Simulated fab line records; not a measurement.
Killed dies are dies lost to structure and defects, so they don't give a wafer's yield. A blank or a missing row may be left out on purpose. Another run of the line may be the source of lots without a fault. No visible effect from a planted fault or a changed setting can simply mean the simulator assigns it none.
Code-filled problem report in 8D (eight disciplines) form / flow berkeley_cmos170 / the parts of the form that need people (team, actions taken, sign-off) are left out

1. THE ISSUE
Mean of rf_fwd_power_W at UCB170_V1_CVD_00: 483.1 W across 2 wafers in 2 lots; on wafers with no fault it is 548.3 W (standard deviation 1.6). Relative to the usual mean, that is a shift of -41 standard deviations.
The step: deposits SiO2 from TEOS/O2, target thk 2000 nm, time 250 s.
The first sign was on wafer L375.3 at day 11 21:22, on pecvd-03. At this step, 42 wafers from 14 lots have a number in the record. Rule for "out", or "out of limits": more than 4 standard deviations from the usual mean. The rest of the wafers with a number are treated as sound.

2. WHAT IT IS, WHAT IT ISN'T
question=which readings at this step | is=rf_fwd_power_W | is not=heater_power_w
question=which lots | is=L375, L377 | is not=L361, L362, L365, L366, L367, L368, L369, L372, L373, L380, L382, L384
question=which wafers of those lots | is=L375.3, L377.1 | is not=L375.2, L375.4, L377.3, L377.6
question=read on which tools | is=pecvd-03 | is not=pecvd-01, pecvd-02
question=when | is=from day 11 21:22 | is not=up to then (29 sound wafers); but 11 sound wafers of L377, L380, L382, L384 came after

3. THE SUSPECTS, EACH WITH WHAT RULES IT OUT
Counting: a tool at a process step up to the reading stays a suspect if it ran every lot that is out. Sound lots after the first of them don't rule it out here, since some wafers of a struck lot are sound.
- pecvd-03 at UCB170_V1_CVD_00 (deposits SiO2 from TEOS/O2, target thk 2000 nm, time 250 s): kept. Every lot that is out went through it, the first being L375 (day 11 21:22); the last sound lot it ran before that was L373 (day 11 07:12). Its own readings are out on those wafers: rf_fwd_power_W.
- At UCB170_V1_CVD_00 on pecvd-03, chamber 0 took the sound wafers of the same lots and chamber 2 took the wafers that are out.
Remaining after the count: pecvd-03 at UCB170_V1_CVD_00.

4. THE CAUSE (what the simulator had put in)
pecvd-03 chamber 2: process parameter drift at UCB170_V1_CVD_00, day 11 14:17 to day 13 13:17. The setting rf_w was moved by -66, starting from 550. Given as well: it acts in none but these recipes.
Only this tool survived the counting.

5. THE EFFECT CHAIN, in route order
Each row: a reading where the mean over the struck wafers with a number is more than 3 standard deviations away from the usual. Readings are gone through only where the record gives a usual standard deviation; hours: the median, over the lots, of the time from a lot's start at the first step in this table giving one to that lot's start at this step; sigmas: the change measured in usual standard deviations.
hours=0; step=UCB170_V1_CVD_00; reading=rf_fwd_power_W; usual=548.3 W; on struck wafers=483.1; change=-65.2; sigmas=-41
Its process steps:
- UCB170_V1_CVD_00: deposits SiO2 from TEOS/O2, target thk 2000 nm, time 250 s.
Later steps that measure or inspect, where all struck wafers having a row at the step show a number for every such reading and not one has moved that far: UCB170_V1_THK_MEAS_01.

6. WHAT WOULD HAVE CAUGHT IT SOONER
In this record the first reading out of limits was taken at day 11 21:22, 7 hours after the fault began at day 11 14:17.
